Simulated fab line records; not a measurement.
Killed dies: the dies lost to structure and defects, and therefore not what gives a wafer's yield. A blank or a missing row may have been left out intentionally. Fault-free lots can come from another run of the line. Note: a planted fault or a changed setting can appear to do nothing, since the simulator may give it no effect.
Which of the tools did it? + flow berkeley cmos170 + 42 wafers from 14 lots sampled at 4 of the route's 331 steps

WHAT THE GAUGES READ, wafer by wafer
UCB170_M1_CD_MEAS_09: the cd target is 700 nm. Usual: cd nm 700.3 nm, standard deviation 1.5.
| lot  | measured     | on        | cd nm (nm)        | flag |
|------|--------------|-----------|-------------------|------|
| L865 | day 7 21:04  | cd sem-01 | 699.4 699.8 699.8 |      |
| L868 | day 9 16:38  | cd sem-01 | 701.5 701.4 699.9 |      |
| L869 | day 9 16:49  | cd sem-01 | 702.0 703.5 703.5 |      |
| L871 | day 9 20:01  | cd sem-02 | 700.2 699.7 700.8 |      |
| L873 | day 9 22:06  | cd sem-02 | 700.5 702.5 702.0 |      |
| L876 | day 10 15:47 | cd sem-02 | 698.3 698.1 698.0 |      |
| L877 | day 10 15:52 | cd sem-01 | 700.3 699.6 699.6 |      |
| L879 | day 11 11:58 | cd sem-01 | 701.6 700.9 703.5 |      |
| L880 | day 11 20:49 | cd sem-01 | 698.6 699.2 698.6 |      |
| L883 | day 12 09:17 | cd sem-01 | 701.0 698.7 699.6 |      |
| L886 | day 12 10:11 | cd sem-01 | 699.9 701.0 701.0 |      |
| L884 | day 12 15:35 | cd sem-02 | 698.6 697.9 699.0 |      |
| L888 | day 13 04:53 | cd sem-02 | 700.9 700.5 701.9 |      |
| L887 | day 14 13:11 | cd sem-01 | 699.9 699.6 698.9 |      |

UCB170_V1_THK_MEAS_04. Usual: for V1_POLISHED_THK the level is 998.9 nm and the standard deviation is 1.6.
| lot  | measured     | on            | V1_POLISHED_THK (nm) | flag |
|------|--------------|---------------|----------------------|------|
| L865 | day 7 23:35  | film metro-04 | 999.6 996.6 998.8    |      |
| L868 | day 9 19:45  | film metro-02 | 999.7 999.5 997.8    |      |
| L869 | day 9 20:03  | film metro-01 | 996.0 998.9 999.1    |      |
| L871 | day 9 22:31  | film metro-02 | 996.4 997.7 999.3    |      |
| L873 | day 10 01:13 | film metro-04 | 1000.3 998.4 998.9   |      |
| L876 | day 10 19:43 | film metro-04 | 998.5 997.4 997.9    |      |
| L877 | day 10 18:27 | film metro-01 | 999.9 998.2 997.5    |      |
| L879 | day 11 15:28 | film metro-01 | 997.3 999.5 1000.3   |      |
| L880 | day 11 23:20 | film metro-04 | 996.7 998.3 1000.6   |      |
| L883 | day 12 11:47 | film metro-04 | 998.7 1000.3 996.8   |      |
| L886 | day 12 13:07 | film metro-01 | 1000.6 998.0 1001.0  |      |
| L884 | day 12 18:06 | film metro-02 | 998.1 1000.3 998.4   |      |
| L888 | day 13 07:24 | film metro-01 | 999.1 998.7 1003.4   |      |
| L887 | day 14 16:33 | film metro-02 | 1002.7 999.9 1000.9  |      |

TOOL THAT RAN EACH LOT (tool first, then ch and the chambers of the sampled wafers, then the start)
| lot  | UCB170_M1_STRIP_13                   | UCB170_V1_CVD_00                |
|------|--------------------------------------|---------------------------------|
| L865 | plasma asher-01 ch 0,1, day 7 21:23  | pecvd-01 ch 0,1, day 7 22:56    |
| L868 | plasma asher-02 ch 0,1, day 9 16:56  | pecvd-03 ch 0,1, day 9 19:07    |
| L869 | plasma asher-02 ch 0,1, day 9 17:21  | pecvd-04 ch 0,1,2, day 9 19:07  |
| L871 | plasma asher-02 ch 0,1, day 9 20:19  | pecvd-01 ch 0,1,2, day 9 21:52  |
| L873 | plasma asher-02 ch 0,1, day 9 22:32  | pecvd-01 ch 0,1,2, day 10 00:37 |
| L876 | plasma asher-02 ch 0,1, day 10 16:17 | pecvd-01 ch 1,2, day 10 19:04   |
| L877 | plasma asher-02 ch 0, day 10 16:11   | pecvd-03 ch 0,1, day 10 17:44   |
| L879 | plasma asher-01 ch 0,1, day 11 12:17 | pecvd-03 ch 1,2, day 11 14:50   |
| L880 | plasma asher-02 ch 0,1, day 11 21:08 | pecvd-03 ch 0,1, day 11 22:42   |
| L883 | plasma asher-01 ch 0,1, day 12 09:37 | pecvd-03 ch 1,2, day 12 11:08   |
| L886 | plasma asher-01 ch 0,1, day 12 10:31 | pecvd-04 ch 0,1, day 12 12:28   |
| L884 | plasma asher-04 ch 0,1, day 12 15:55 | pecvd-03 ch 0,1,2, day 12 17:28 |
| L888 | plasma asher-04 ch 0,1, day 13 05:12 | pecvd-03 ch 1,2, day 13 06:46   |
| L887 | plasma asher-02 ch 0,1, day 14 13:31 | pecvd-04 ch 0,2, day 14 15:50   |
- UCB170_M1_STRIP_13: strips in O2.
- UCB170_V1_CVD_00: deposits SiO2 from TEOS/O2, target thk 2000 nm, time 250 s.

AS READ BY THE TOOLS THEMSELVES (means over the sampled wafers that have a number; for cases with no such wafer, the mark the record gives instead)
UCB170_M1_STRIP_13. Usual: drypump motor current A 5.55 A, standard deviation 0.25; oes product au 0.720 a.u., standard deviation 0.0046.
| lot  | tool            | drypump motor current A (A) | oes product au (a.u.) | flag |
|------|-----------------|-----------------------------|-----------------------|------|
| L865 | plasma asher-01 | 5.66                        | 0.720                 |      |
| L868 | plasma asher-02 | 5.48                        | 0.718                 |      |
| L869 | plasma asher-02 | 5.29                        | 0.721                 |      |
| L871 | plasma asher-02 | 5.48                        | 0.718                 |      |
| L873 | plasma asher-02 | 5.29                        | 0.723                 |      |
| L876 | plasma asher-02 | 5.30                        | 0.720                 |      |
| L877 | plasma asher-02 | 5.11                        | 0.724                 |      |
| L879 | plasma asher-01 | 5.67                        | 0.721                 |      |
| L880 | plasma asher-02 | 5.30                        | 0.720                 |      |
| L883 | plasma asher-01 | 5.65                        | 0.723                 |      |
| L886 | plasma asher-01 | 5.64                        | 0.718                 |      |
| L884 | plasma asher-04 | 5.77                        | 0.718                 |      |
| L888 | plasma asher-04 | 5.76                        | 0.724                 |      |
| L887 | plasma asher-02 | 5.46                        | 0.718                 |      |

UCB170_V1_CVD_00. Usual: heater power w 254 W, standard deviation 69; pressure mtorr 9000 mTorr, standard deviation 19; run length s 277.8 s, standard deviation 0.38.
| lot  | tool     | heater power w (W) | pressure mtorr (mTorr) | run length s (s) | flag |
|------|----------|--------------------|------------------------|------------------|------|
| L865 | pecvd-01 | 272                | 8990                   | 277.6            |      |
| L868 | pecvd-03 | 245                | 9013                   | 277.9            |      |
| L869 | pecvd-04 | 234                | 9003                   | 277.4            |      |
| L871 | pecvd-01 | 246                | 8984                   | 277.8            |      |
| L873 | pecvd-01 | 202                | 9021                   | 268.1            | OFF  |
| L876 | pecvd-01 | 223                | 9002                   | 268.1            | OFF  |
| L877 | pecvd-03 | 218                | 8996                   | 277.8            |      |
| L879 | pecvd-03 | 290                | 9021                   | 277.8            |      |
| L880 | pecvd-03 | 248                | 8995                   | 277.9            |      |
| L883 | pecvd-03 | 264                | 9006                   | 277.7            |      |
| L886 | pecvd-04 | 250                | 9007                   | 277.8            |      |
| L884 | pecvd-03 | 299                | 8999                   | 278.1            |      |
| L888 | pecvd-03 | 340                | 9006                   | 278.0            |      |
| L887 | pecvd-04 | 182                | 8989                   | 277.5            |      |

THE ANSWER, worked out from the rows above alone
Rule: a lot counts as off when the mean over its wafers that have a number is more than 3 standard deviations away from the usual mean. Also off: a lot with no number at a reading for which 4 or more lots have one. Where the step has rows for the other lots, those lots are counted as sound. First the gauges in route order, then the tools' own readings, where a lot's mean is used as printed above. At the first step where some lot is off, the reading lying furthest off is the one used; lots without a number count as furthest.
Off: L873, L876, at UCB170_V1_CVD_00 (run length s).
A tool fits if, at that step or a process step before it, it ran every lot that is off, and no sound lot after the first of them. One candidate fits, namely pecvd-01 at UCB170_V1_CVD_00. A fault onset in the window from L871 (day 9 21:52, its last sound lot) to L873 (day 10 00:37, its first lot off) fits.
On the lots that are off, the tool's own readings at UCB170_V1_CVD_00 differ by more than 5 times the standard deviation of the sound lots' means, which bears it out; run length s reads 268.1 s there versus 277.8 s on the sound lots.

WHAT WAS PUT IN BY THE SIMULATOR
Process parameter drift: pecvd-01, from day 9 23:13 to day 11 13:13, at UCB170_V1_CVD_00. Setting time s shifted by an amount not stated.
Lots struck among those shown: L873, L876. The rule above reached the same finding.
